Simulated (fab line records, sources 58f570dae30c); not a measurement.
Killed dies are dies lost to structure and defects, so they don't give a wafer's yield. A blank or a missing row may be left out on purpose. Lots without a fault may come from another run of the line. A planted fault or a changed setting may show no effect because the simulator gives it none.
Split-lot experiment | flow berkeley_cmos170 | 5 lots, 23 wafers read, on a route of 331 steps

THE SPLIT
At UCB170_SPACER_ANNEAL_02 (time 1800 s), the setting temp_c was moved away from the recipe's 900 C on 10 of the 23 wafers read, by +0.9% to +1.7%. The other wafers ran this setting at the recipe's value.

FROM THE SPLIT TO THE READING: what the file shows between them, 6 steps
- UCB170_PSD_EXPOSE_03: exposes mask PSELECT MOD, target cd 1200 nm (also split here: dose_mj)
- UCB170_PSD_PEB_04
- UCB170_PSD_DEVELOP_05: develop time 45 s
- UCB170_PSD_CD_MEAS_06: target cd 1200 nm
- UCB170_NSD_STRIP_09: strips in O2 (also split here: overash_fraction)
- UCB170_NSD_CLEAN_11: cleans in SPM, time 600 s

THE READING
PLDD_RS, in ohm/sq, at UCB170_SDANNEAL_RS_MEAS_04 (measures by four-point-probe). Fault-free wafers of this fab line usually give 1030 ohm/sq, standard deviation 4.1 ohm/sq.

wafer  | tool, chamber at the split | temp_c as run, C | against the recipe | PLDD_RS, ohm/sq | against lot-mates on the recipe
L074.2 | -, -                       | 900              | recipe             | 1032            | -
L074.3 | -, -                       | 900              | recipe             | 1029            | -
L074.4 | -, -                       | 900              | recipe             | 1028            | -
L074.5 | -, -                       | 900              | recipe             | 1032            | -
L074.6 | -, -                       | 900              | recipe             | 1033            | -
L076.1 | -, -                       | 900              | recipe             | 1028            | -
L076.2 | -, -                       | 900              | recipe             | 1026            | -
L076.3 | -, -                       | 900              | recipe             | 1028            | -
L076.4 | -, -                       | 900              | recipe             | 1027            | -
L076.6 | -, -                       | 900              | recipe             | 1028            | -
L078.3 | furnace-02, 0              | 900              | recipe             | 1032            | -
L078.4 | furnace-02, 0              | 900              | recipe             | 1034            | -
L078.6 | furnace-02, 0              | 900              | recipe             | 1031            | -
L080.1 | -, -                       | 915.5            | +1.7%              | 981             | no lot-mate on the recipe
L080.2 | -, -                       | 915.5            | +1.7%              | 981             | no lot-mate on the recipe
L080.4 | -, -                       | 915.5            | +1.7%              | 979             | no lot-mate on the recipe
L080.5 | -, -                       | 915.5            | +1.7%              | 981             | no lot-mate on the recipe
L080.6 | -, -                       | 915.5            | +1.7%              | 980             | no lot-mate on the recipe
L084.1 | -, -                       | 908.4            | +0.9%              | 998             | no lot-mate on the recipe
L084.2 | -, -                       | 908.4            | +0.9%              | 999             | no lot-mate on the recipe
L084.3 | -, -                       | 908.4            | +0.9%              | 996             | no lot-mate on the recipe
L084.5 | -, -                       | 908.4            | +0.9%              | 999             | no lot-mate on the recipe
L084.6 | -, -                       | 908.4            | +0.9%              | 999             | no lot-mate on the recipe

THE FIT
A straight line over all 23 wafers: PLDD_RS changes by -29.5 ohm/sq for each +1% of temp_c; r = -0.99; the points scatter about the line by 2.9 ohm/sq.
Too few moved wafers have a lot-mate on the recipe to fit a line with each lot's own level taken away.

THE FILE'S OWN FIT
PLDD_RS changes by -29.4 ohm/sq for each +1% of temp_c, r = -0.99.
